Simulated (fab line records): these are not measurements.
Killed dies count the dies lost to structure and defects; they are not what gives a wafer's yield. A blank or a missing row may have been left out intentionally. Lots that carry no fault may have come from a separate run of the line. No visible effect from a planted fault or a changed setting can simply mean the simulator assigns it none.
fab line records	flow rit_cmos	part 1 of 2: steps 1 to 42 of 44
record lots=6	wafers=18	last_day=7
route steps=202 shown GATE@89 REOX@98 NLDD@103 PLDD@114 SPACER@125 SDANNEAL@155 M1@202
lots that met no fault: from a run of the same line without faults
start_h: start of the lot's first displayed wafer, in hours after the record's first day	wait_h: hours elapsed since this lot's preceding step	" as in the row above	L1.1+2: one row covering several wafers at once	- either no value or no given start	* or withheld: withheld	< > ~ a bound
route shown NAME@n: names a module that has steps shown in the file, with the first one's number in the route	usual: mean and standard deviation over wafers with no fault	same: alike in all rows	chamber/n: place in a boat	sites: each site's reading	_std_site: their standard deviation	_edge_site: the outer-site mean with the inner-site mean subtracted	radius_mm: for every site, how far away it sits from the centre of the wafer	mask NAME#n: copy n	behind: tool/chamber where the wafer was last shaped	hold: cause of the lot's hold/its duration in hours/its outcome	device: the n, p or np transistor that did not switch	end of line: the route-end tests of the same wafers	a step without rows: its recipe alone	killed: dies that structure and defects cost at the first sort, which is not the same as the wafer's yield	map: per-die view of a wafer (x killed, . not killed, _ where there is no die)
set.NAME: the run value of the setting; set.NAME@STEP: its run value at that earlier step	model.NAME: the simulator's own value behind a step, which no gauge read
certain route steps with their lots: each step a table, each wafer a row
services: from which hour (start_h, from the record's first day; less than 0 if before it) a tool's chamber was out of use, for how many hours, and why
## steps
# step RIT_GATE_EXPOSE_13
# recipe mask_id=M6	na=0.6	source_shape=conventional	sigma_outer=0.6	target_cd_nm=150	dose_mj=380
# step RIT_GATE_PEB_14
# recipe resist=NOVOLAK	temp_c=withheld	time_s=withheld
# step RIT_GATE_DEVELOP_15
# recipe resist=NOVOLAK	develop_time_s=50	dev_temp_c=23
# step RIT_GATE_CD_MEAS_16
# recipe target_cd_nm=150
# usual cd_nm=149/3
lot.wafer	tool	chamber	start_h	wait_h	cd_nm
L679.1	cd_sem-02	-	67.11	-	144
L679.2	"	-	"	"	144
L679.5	"	-	"	"	143
L685.1	cd_sem-01	-	91.99	-	152
L685.2	"	-	"	"	154
L685.4	"	-	"	"	153
L686.1	cd_sem-02	-	97.84	-	148
L686.4	"	-	"	"	145
L686.6	"	-	"	"	143
L687.3	cd_sem-02	-	103.55	-	148
L687.4	"	-	"	"	148
L687.5	"	-	"	"	146
L692.2	cd_sem-01	-	127.35	-	152
L692.4	"	-	"	"	152
L692.5	"	-	"	"	151
L694.2	cd_sem-02	-	136.56	-	149
L694.4	"	-	"	"	149
L694.5	"	-	"	"	149
# step RIT_GATE_OVL_MEAS_17
# usual GATE_OVL=0.3/1.4
lot.wafer	tool	chamber	start_h	wait_h	GATE_OVL[nm]
L679.1	overlay-02	-	67.23	0.1	0.8
L679.2	"	-	"	"	2.3
L679.5	"	-	"	"	-0.1
L685.1	overlay-02	-	92.11	0.1	-2.7
L685.2	"	-	"	"	-0.3
L685.4	"	-	"	"	-0.3
L686.1	overlay-02	-	97.96	0.1	2.6
L686.4	"	-	"	"	1.0
L686.6	"	-	"	"	1.7
L687.3	overlay-02	-	103.64	0.1	2.0
L687.4	"	-	"	"	0.0
L687.5	"	-	"	"	0.4
L692.2	overlay-02	-	127.46	0.1	-0.3
L692.4	"	-	"	"	-0.1
L692.5	"	-	"	"	1.3
L694.2	overlay-02	-	136.67	0.1	-1.0
L694.4	"	-	"	"	-1.8
L694.5	"	-	"	"	1.0
# step RIT_GATE_HARDBAKE_18
# recipe resist=NOVOLAK	temp_c=140	time_s=60
# step RIT_GATE_ETCH_19
# recipe chemistry=SF6/CHF3/O2	time_s=165	SF6_flow_sccm=30	CHF3_flow_sccm=30	O2_flow_sccm=5	target=poly-Si	pressure_mtorr=40	rf_w=160	target_depth_a=3125	over_etch_frac=0.25	stop_on=SiO2
# usual chamber_pressure_mTorr=40.00/0.036	drypump_motor_current_A=5.8/0.36	oes_product_au=0.854/0.017	throttle_valve_pct=10.17/0.14
lot.wafer	tool	chamber	start_h	wait_h	chamber_pressure_mTorr	drypump_motor_current_A	oes_product_au	rf_hours_counter_h	throttle_valve_pct
L679.1	rie_si-02	2	67.41	0.1	40.02	5.6	0.874	42	10.44
L679.2	"	1	"	"	40.00	5.7	0.852	150	10.13
L679.5	"	1	"	"	40.00	5.7	0.854	-	10.12
L685.1	rie_si-01	2	92.29	0.1	40.05	5.5	0.828	48	10.07
L685.2	"	0	"	"	40.01	6.0	0.860	4	10.07
L685.4	"	1	"	"	40.06	5.9	0.833	114	10.15
L686.1	rie_si-02	1	98.14	0.1	40.02	5.7	0.842	150	10.11
L686.4	"	0	"	"	39.99	5.4	0.884	10	10.31
L686.6	"	1	"	"	39.98	5.7	0.843	-	10.12
L687.3	rie_si-01	1	103.81	0.1	40.02	6.0	0.836	114	10.16
L687.4	"	3	"	"	39.98	5.5	0.858	30	9.97
L687.5	"	3	"	"	40.00	5.5	0.857	-	9.96
L692.2	rie_si-02	2	127.64	0.1	40.01	5.6	0.854	43	10.43
L692.4	"	3	"	"	39.96	6.6	0.862	-	10.25
L692.5	"	0	"	"	39.90	5.4	0.877	-	10.31
L694.2	rie_si-02	0	136.85	0.1	39.97	5.3	0.888	11	10.31
L694.4	"	1	"	"	40.02	5.7	0.857	0	10.09
L694.5	"	2	"	"	40.02	5.6	0.870	-	10.45
# step RIT_GATE_STRIP_20
# recipe chemistry=O2	time_s=180	resist=NOVOLAK	platen_temp_c=withheld	power_w=500	pressure_mtorr=4000	o2_flow_sccm=4000
# usual chamber_pressure_mTorr=3999/3.7	drypump_motor_current_A=6.1/0.52
lot.wafer	tool	chamber	start_h	wait_h	chamber_pressure_mTorr	drypump_motor_current_A	rf_hours_counter_h
L679.1	plasma_asher-01	0	67.52	0.1	4003	6.3	42
L679.2	"	1	"	"	4000	6.3	42
L679.5	"	1	"	"	3996	6.3	-
L685.1	plasma_asher-01	0	92.40	0.1	4003	6.3	45
L685.2	"	1	"	"	3998	6.3	45
L685.4	"	0	"	"	4001	6.3	-
L686.1	plasma_asher-01	0	98.25	0.1	3997	6.3	45
L686.4	"	0	"	"	4001	6.3	-
L686.6	"	0	"	"	4002	6.3	-
L687.3	plasma_asher-02	0	103.98	0.1	4004	5.3	-
L687.4	"	1	"	"	3998	5.0	-
L687.5	"	0	"	"	3998	5.3	-
L692.2	plasma_asher-03	1	127.75	0.1	3993	6.2	48
L692.4	"	0	"	"	3999	6.6	-
L692.5	"	0	"	"	4007	6.6	-
L694.2	plasma_asher-03	0	136.96	0.1	4001	6.6	49
L694.4	"	1	"	"	3995	6.2	-
L694.5	"	0	"	"	3999	6.6	-
# step RIT_GATE_CD_MEAS_90
# recipe target_cd_nm=150
# usual cd_nm=148.8/3
lot.wafer	tool	chamber	start_h	wait_h	cd_nm
L679.1	cd_sem-02	-	67.70	0.1	144.3
L679.2	"	-	"	"	144.6
L679.5	"	-	"	"	142.8
L685.1	cd_sem-01	-	92.57	0.1	152.4
L685.2	"	-	"	"	154.6
L685.4	"	-	"	"	153.2
L686.1	cd_sem-01	-	98.43	0.1	147.6
L686.4	"	-	"	"	145.3
L686.6	"	-	"	"	142.7
L687.3	cd_sem-02	-	104.14	0.1	148.2
L687.4	"	-	"	"	148.5
L687.5	"	-	"	"	145.4
L692.2	cd_sem-02	-	127.94	0.1	151.2
L692.4	"	-	"	"	152.5
L692.5	"	-	"	"	151.3
L694.2	cd_sem-02	-	137.15	0.1	149.1
L694.4	"	-	"	"	149.3
L694.5	"	-	"	"	148.6
# step RIT_REOX_CLEAN_00
# recipe chemistry=SC1	mix=3:3:50	time_s=600	temp_c=75
# step RIT_REOX_CLEAN_01
# recipe chemistry=dHF	dilution=50:1	time_s=30
# step RIT_REOX_CLEAN_02
# recipe chemistry=SC2	mix=3:3:50	time_s=600	temp_c=75	dry=n2_spin
# step RIT_REOX_OXIDATION_03
# recipe temp_c=900	ambient=O2	target_thk_a=252	ox_time_s=5580
# usual spike_tc_centre_C=902.5/1.2	spike_tc_load_C=928/4.1	spike_tc_source_C=925.9/2.1	tube_center_temp_C=900/0.078	tube_center_temp_C_max=902.4/0.39
lot.wafer	tool	chamber	start_h	wait_h	spike_tc_centre_C	spike_tc_load_C	spike_tc_source_C	tube_center_temp_C	tube_center_temp_C_max	model.SiO2_of_REOX_OXIDATION_03.thk_nm	model.poly-Si_of_GATE_CVD_08.thk_nm
L679.1	furnace-02	0	68.38	0.2	900.6	931	923.9	900.1	902.8	25.26	234.1
L679.2	"	0	"	"	901.4	930	921.9	899.95	902.4	25.07	236.1
L679.5	"	0	"	"	899.5	931	925.0	899.97	902.3	25	235.5
L685.1	furnace-02	0	94.16	1.1	835.7	863	856.7	834.18	837.1	12.44	241.2
L685.2	"	0	"	"	836.7	863	857.3	834.27	836.4	12.48	243
L685.4	"	0	"	"	835.6	864	856.1	834.22	836.7	12.21	241.1
L686.1	furnace-02	0	99.10	0.2	836.5	863	856.2	834.24	836.8	11.89	238.5
L686.4	"	0	"	"	835.4	863	858.7	834.24	837.1	12.04	241.3
L686.6	"	0	"	"	836.5	862	857.4	834.37	836.6	11.96	240.8
L687.3	furnace-04	0	104.62	0.0	903.3	922	928.2	899.96	902.6	25.48	232.3
L687.4	"	0	"	"	902.7	921	926.7	900.09	902.3	25.14	234.2
L687.5	"	0	"	"	903.9	922	928.0	899.89	902.4	24.86	233.1
L692.2	furnace-01	0	128.43	0.0	904.1	933	926.5	900.07	902.3	25	230.6
L692.4	"	0	"	"	903.8	929	927.7	899.88	902.6	24.92	230.9
L692.5	"	0	"	"	904.3	930	927.0	900.04	902.5	24.7	229.1
L694.2	furnace-04	0	138.79	1.2	904.7	922	928.9	900.11	902.7	25.04	237.4
L694.4	"	0	"	"	903.0	921	926.5	900.07	902.1	24.69	237.6
L694.5	"	0	"	"	902.9	921	927.8	900.03	902.6	24.94	235.4
# step RIT_REOX_THK_MEAS_04
# recipe reads=SiO2_of_REOX_OXIDATION_03
# usual REOX_OXIDE_THK=25.1/0.39
lot.wafer	tool	chamber	start_h	wait_h	REOX_OXIDE_THK[nm]
L679.1	film_metro-03	-	70.93	0.0	25.3
L679.2	"	-	"	"	25.1
L679.5	"	-	"	"	25.0
L685.1	film_metro-04	-	96.71	0.0	12.5
L685.2	"	-	"	"	12.5
L685.4	"	-	"	"	12.2
L686.1	film_metro-04	-	101.65	0.0	11.9
L686.4	"	-	"	"	12.0
L686.6	"	-	"	"	11.9
L687.3	film_metro-04	-	107.19	0.0	25.5
L687.4	"	-	"	"	25.2
L687.5	"	-	"	"	24.9
L692.2	film_metro-03	-	130.99	0.0	25.0
L692.4	"	-	"	"	24.9
L692.5	"	-	"	"	24.7
L694.2	film_metro-03	-	141.35	0.0	25.1
L694.4	"	-	"	"	24.7
L694.5	"	-	"	"	24.9
# step RIT_NLDD_HMDS_00
# recipe prime_time_s=60	prime_temp_c=140
# step RIT_NLDD_COAT_01
# recipe resist=NOVOLAK	spin_rpm=3250	resist_thk_nm=1000
# step RIT_NLDD_SOFTBAKE_02
# recipe resist=NOVOLAK	temp_c=90	time_s=60
# step RIT_NLDD_EXPOSE_03
# recipe mask_id=M7	na=0.57	target_cd_nm=40700	dose_mj=250
# step RIT_NLDD_PEB_04
# recipe resist=NOVOLAK	temp_c=withheld	time_s=withheld
# step RIT_NLDD_DEVELOP_05
# recipe resist=NOVOLAK	develop_time_s=50	dev_temp_c=23
# step RIT_NLDD_OVL_MEAS_06
# usual NLDD_OVL=1.4/1.4
lot.wafer	tool	chamber	start_h	wait_h	NLDD_OVL[nm]
L679.1	overlay-02	-	71.97	-	-0.5
L679.2	"	-	"	"	-0.2
L679.5	"	-	"	"	0.4
L685.1	overlay-01	-	97.75	-	4.1
L685.2	"	-	"	"	3.0
L685.4	"	-	"	"	3.7
L686.1	overlay-01	-	102.69	-	0.2
L686.4	"	-	"	"	-1.4
L686.6	"	-	"	"	-0.6
L687.3	overlay-02	-	108.09	-	1.1
L687.4	"	-	"	"	0.1
L687.5	"	-	"	"	2.5
L692.2	overlay-02	-	131.89	-	1.5
L692.4	"	-	"	"	3.0
L692.5	"	-	"	"	-0.1
L694.2	overlay-02	-	142.26	-	1.4
L694.4	"	-	"	"	1.1
L694.5	"	-	"	"	1.5
# step RIT_NLDD_HARDBAKE_07
# recipe resist=NOVOLAK	temp_c=140	time_s=60
# step RIT_NLDD_IMPLANT_08
# recipe species=P	energy_kev=20	dose_cm2=5e+14	tilt_deg=7
# step RIT_NLDD_STRIP_09
# recipe chemistry=O2	time_s=180	resist=NOVOLAK	platen_temp_c=withheld	power_w=500	pressure_mtorr=4000	o2_flow_sccm=4000
# usual chamber_pressure_mTorr=4000/3.4	drypump_motor_current_A=5.8/0.65
lot.wafer	tool	chamber	start_h	wait_h	chamber_pressure_mTorr	drypump_motor_current_A	rf_hours_counter_h
L679.1	plasma_asher-04	1	72.32	0.1	4001	5.7	28
L679.2	"	0	"	"	4003	6.6	28
L679.5	"	0	"	"	3999	6.6	-
L685.1	plasma_asher-03	1	98.08	0.1	4000	6.2	45
L685.2	"	0	"	"	4002	6.6	45
L685.4	"	1	"	"	3996	6.2	-
L686.1	plasma_asher-02	1	103.02	0.1	4001	5.0	45
L686.4	"	0	"	"	4001	5.3	-
L686.6	"	1	"	"	3997	4.9	-
L687.3	plasma_asher-02	0	108.47	0.1	4000	5.3	-
L687.4	"	1	"	"	4005	5.0	-
L687.5	"	0	"	"	4001	5.3	-
L692.2	plasma_asher-03	1	132.22	0.1	4002	6.2	49
L692.4	"	0	"	"	4002	6.6	-
L692.5	"	1	"	"	4001	6.2	-
L694.2	plasma_asher-02	1	142.59	0.1	3997	5.0	50
L694.4	"	1	"	"	4004	5.0	-
L694.5	"	1	"	"	4000	5.0	-
# step RIT_NLDD_TW_MEAS_10
# usual NLDD_TW=2498/29
lot.wafer	tool	chamber	start_h	wait_h	NLDD_TW
L679.1	film_metro-03	-	72.50	0.1	2465
L679.2	"	-	"	"	2487
L679.5	"	-	"	"	2472
L685.1	film_metro-01	-	98.26	0.1	2502
L685.2	"	-	"	"	2493
L685.4	"	-	"	"	2487
L686.1	film_metro-01	-	103.20	0.1	2494
L686.4	"	-	"	"	2494
L686.6	"	-	"	"	2492
L687.3	film_metro-01	-	108.61	0.1	2500
L687.4	"	-	"	"	2497
L687.5	"	-	"	"	2481
L692.2	film_metro-03	-	132.41	0.1	2455
L692.4	"	-	"	"	2464
L692.5	"	-	"	"	2456
L694.2	film_metro-02	-	142.77	0.1	2539
L694.4	"	-	"	"	2539
L694.5	"	-	"	"	2552
# step RIT_PLDD_HMDS_00
# recipe prime_time_s=60	prime_temp_c=140
# step RIT_PLDD_COAT_01
# recipe resist=NOVOLAK	spin_rpm=3250	resist_thk_nm=1000
# step RIT_PLDD_SOFTBAKE_02
# recipe resist=NOVOLAK	temp_c=90	time_s=60
# step RIT_PLDD_EXPOSE_03
# recipe mask_id=M8	na=0.57	target_cd_nm=40900	dose_mj=250
# step RIT_PLDD_PEB_04
# recipe resist=NOVOLAK	temp_c=withheld	time_s=withheld
# step RIT_PLDD_DEVELOP_05
# recipe resist=NOVOLAK	develop_time_s=50	dev_temp_c=23
# step RIT_PLDD_OVL_MEAS_06
# usual PLDD_OVL=0.7/1.4
lot.wafer	tool	chamber	start_h	wait_h	PLDD_OVL[nm]
L679.1	overlay-01	-	73.47	-	2.5
L679.2	"	-	"	"	0.1
L679.5	"	-	"	"	1.6
L685.1	overlay-02	-	99.17	-	-0.3
L685.2	"	-	"	"	-0.1
L685.4	"	-	"	"	0.3
L686.1	overlay-02	-	104.23	-	-0.8
L686.4	"	-	"	"	0.0
L686.6	"	-	"	"	-0.3
L687.3	overlay-01	-	109.69	-	-0.1
L687.4	"	-	"	"	0.2
L687.5	"	-	"	"	-0.3
L692.2	overlay-02	-	133.31	-	1.0
L692.4	"	-	"	"	0.5
L692.5	"	-	"	"	2.3
L694.2	overlay-02	-	143.68	-	0.8
L694.4	"	-	"	"	0.0
L694.5	"	-	"	"	0.5
# step RIT_PLDD_HARDBAKE_07
# recipe resist=NOVOLAK	temp_c=140	time_s=60
# step RIT_PLDD_IMPLANT_08
# recipe species=BF2	energy_kev=20	dose_cm2=9e+14	tilt_deg=7
# step RIT_PLDD_STRIP_09
# recipe chemistry=O2	time_s=180	resist=NOVOLAK	platen_temp_c=withheld	power_w=500	pressure_mtorr=4000	o2_flow_sccm=4000
# usual chamber_pressure_mTorr=4000/3.5	drypump_motor_current_A=6.3/0.32
lot.wafer	tool	chamber	start_h	wait_h	chamber_pressure_mTorr	drypump_motor_current_A	rf_hours_counter_h
L679.1	plasma_asher-04	1	73.81	0.1	3997	5.7	28
L679.2	"	0	"	"	3998	6.6	28
L679.5	"	1	"	"	4001	5.7	-
L685.1	plasma_asher-01	1	99.51	0.1	3995	6.4	45
L685.2	"	0	"	"	4005	6.4	45
L685.4	"	0	"	"	4000	6.3	-
L686.1	plasma_asher-03	0	104.57	0.1	4001	6.6	46
L686.4	"	1	"	"	4000	6.2	-
L686.6	"	0	"	"	4000	6.6	-
L687.3	plasma_asher-04	1	110.08	0.1	4007	5.8	-
L687.4	"	0	"	"	4001	6.6	-
L687.5	"	1	"	"	4000	5.7	-
L692.2	plasma_asher-01	0	133.64	0.1	3997	6.3	2
L692.4	"	0	"	"	3996	6.3	-
L692.5	"	1	"	"	4001	6.4	-
L694.2	plasma_asher-03	1	144.01	0.1	4007	6.2	50
L694.4	"	0	"	"	3996	6.6	-
L694.5	"	1	"	"	3996	6.2	-
# step RIT_PLDD_TW_MEAS_10
# usual PLDD_TW=2347/30
lot.wafer	tool	chamber	start_h	wait_h	PLDD_TW
L679.1	film_metro-01	-	73.98	0.1	2342
L679.2	"	-	"	"	2344
L679.5	"	-	"	"	2335
L685.1	film_metro-03	-	99.68	0.1	2311
L685.2	"	-	"	"	2312
L685.4	"	-	"	"	2319
L686.1	film_metro-02	-	104.74	0.1	2376
L686.4	"	-	"	"	2385
L686.6	"	-	"	"	2382
L687.3	film_metro-03	-	110.21	0.1	2307
L687.4	"	-	"	"	2314
L687.5	"	-	"	"	2309
L692.2	film_metro-03	-	133.83	0.1	2313
L692.4	"	-	"	"	2336
L692.5	"	-	"	"	2312
L694.2	film_metro-02	-	144.19	0.1	2383
L694.4	"	-	"	"	2393
L694.5	"	-	"	"	2403
# step RIT_SPACER_CLEAN_00
# recipe chemistry=SC1	mix=3:3:50	time_s=600	temp_c=75
# usual bath_guard_temp_C=74.9/0.49
lot.wafer	tool	chamber	start_h	wait_h	bath_guard_temp_C	model.SiO2_of_REOX_OXIDATION_03.thk_nm
L679.1	wet_bench-02	2	74.04	0.1	74.7	23.34
L679.2	"	2	"	"	75.5	23.15
L679.5	"	2	"	"	75.1	23.1
L685.1	wet_bench-04	1	99.74	0.1	74.9	11.48
L685.2	"	1	"	"	75.0	11.52
L685.4	"	1	"	"	74.7	11.27
L686.1	wet_bench-01	0	104.80	0.1	75.6	10.97
L686.4	"	0	"	"	75.5	11.11
L686.6	"	0	"	"	75.8	11.03
L687.3	wet_bench-04	1	110.25	0.0	75.1	23.5
L687.4	"	1	"	"	74.6	23.18
L687.5	"	1	"	"	75.1	22.93
L692.2	wet_bench-01	3	133.88	0.0	74.9	23.08
L692.4	"	3	"	"	74.7	23.02
L692.5	"	3	"	"	75.0	22.82
L694.2	wet_bench-02	2	144.24	0.0	74.9	23.12
L694.4	"	2	"	"	75.0	22.8
L694.5	"	2	"	"	74.9	23.03
# step RIT_SPACER_CLEAN_01
# recipe chemistry=dHF	dilution=50:1	time_s=30
# step RIT_SPACER_CLEAN_02
# recipe chemistry=SC2	mix=3:3:50	time_s=600	temp_c=75	dry=n2_spin
# step RIT_SPACER_CVD_03
# recipe material=Si3N4	target_thk_nm=250	temp_c=810	precursor=SiH2Cl2/NH3	time_s=3300	pressure_mtorr=300	sih2cl2_flow_sccm=60	nh3_flow_sccm=150
# step RIT_SPACER_THK_MEAS_04
# recipe reads=Si3N4_of_SPACER_CVD_03
# usual SPACER_NITRIDE_THK=249.8/2.1
lot.wafer	tool	chamber	start_h	wait_h	SPACER_NITRIDE_THK[nm]
L679.1	film_metro-01	-	76.67	0.0	250.2
L679.2	"	-	"	"	251.7
L679.5	"	-	"	"	253.8
L685.1	film_metro-04	-	102.06	0.0	251.9
L685.2	"	-	"	"	250.1
L685.4	"	-	"	"	250.9
L686.1	film_metro-01	-	107.31	0.0	250.1
L686.4	"	-	"	"	247.5
L686.6	"	-	"	"	249.2
L687.3	film_metro-01	-	112.57	0.0	249.8
L687.4	"	-	"	"	249.2
L687.5	"	-	"	"	248.6
L692.2	film_metro-04	-	137.16	0.0	252.0
L692.4	"	-	"	"	248.0
L692.5	"	-	"	"	252.2
L694.2	film_metro-01	-	146.55	0.0	249.6
L694.4	"	-	"	"	249.0
L694.5	"	-	"	"	249.9
# step RIT_SPACER_ETCHBACK_05
# recipe target_depth_a=2500	SF6_flow_sccm=30	CHF3_flow_sccm=30	target=Si3N4	chemistry=SF6/CHF3	pressure_mtorr=40	rf_w=250	time_s=240	stop_on=SiO2
# usual chamber_pressure_mTorr=40.00/0.037	drypump_motor_current_A=5.8/0.31	oes_product_au=0.842/0.014	throttle_valve_pct=10.23/0.17
lot.wafer	tool	chamber	start_h	wait_h	chamber_pressure_mTorr	drypump_motor_current_A	oes_product_au	rf_hours_counter_h	throttle_valve_pct
L679.1	rie_diel-02	0	76.73	0.1	40.00	5.7	0.835	3	10.15
L679.2	"	1	"	"	40.00	5.3	0.849	117	10.58
L679.5	"	0	"	"	39.95	5.7	0.832	-	10.14
L685.1	rie_diel-04	0	102.12	0.1	40.00	5.9	0.857	1	10.18
L685.2	"	2	"	"	39.93	6.0	0.857	150	10.09
L685.4	"	1	"	"	40.00	5.9	0.841	2	10.22
L686.1	rie_diel-02	0	107.37	0.1	39.99	5.7	0.827	4	10.15
L686.4	"	3	"	"	40.04	6.0	0.826	17	9.99
L686.6	"	1	"	"	40.05	5.3	0.838	-	10.59
L687.3	rie_diel-03	0	112.61	0.0	40.06	5.2	0.872	106	10.40
L687.4	"	3	"	"	40.00	6.3	0.845	0	10.38
L687.5	"	0	"	"	40.04	5.2	0.876	-	10.37
L692.2	rie_diel-02	3	137.21	0.0	39.96	6.0	0.828	18	10.00
L692.4	"	3	"	"	39.97	6.0	0.821	-	9.99
L692.5	"	0	"	"	39.96	5.7	0.839	-	10.16
L694.2	rie_diel-04	3	146.60	0.0	40.00	5.3	0.841	36	10.19
L694.4	"	2	"	"	40.02	6.0	0.848	150	10.09
L694.5	"	3	"	"	40.01	5.3	0.840	-	10.19
## key
first_sign step=RIT_REOX_OXIDATION_03	reading=tube_center_temp_C	direction=down	sigmas=99+	usual=*	struck=*
effect step=RIT_REOX_OXIDATION_03	reading=tube_center_temp_C_max	direction=down	sigmas=99+	usual=*	struck=*
effect step=RIT_REOX_THK_MEAS_04	reading=REOX_OXIDE_THK	direction=down	sigmas=33	usual=25.1	struck=12.2
model_effect step=RIT_REOX_OXIDATION_03	value=SiO2_of_REOX_OXIDATION_03.thk_nm	without=25.18	struck=12.17
model_effect step=RIT_SPACER_CLEAN_00	value=SiO2_of_REOX_OXIDATION_03.thk_nm	without=23.24	struck=11.23
model_effect step=RIT_SDANNEAL_CLEAN_02	value=poly-Si_of_GATE_CVD_08.thk_nm	without=165	struck=171.4
model_effect step=RIT_M1_PROBE_99	value=etest.pmos_turned.r_on_ohm_um	without=3469	struck=2497
met_at RIT_REOX_OXIDATION_03
struck_wafers L685.1,L685.2,L685.4,L686.1,L686.4,L686.6
tester_left_out L685,L686
onset_between 68.38 94.16
fault kind=process_parameter_drift	tool=furnace-02	chamber=-	onset_h=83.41	steps=RIT_REOX_OXIDATION_03	channel=temp_c	offset=*	shape=step	end_h=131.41	acts_in=*	stated=*
# tester_left_out: of these lots the tester's yield and bins aren't shown, on N5 and GAA mostly nor the transistor test; their killed dies are dies lost to structure and defects alone, not to doping, threshold or leakage, so they don't give the yield
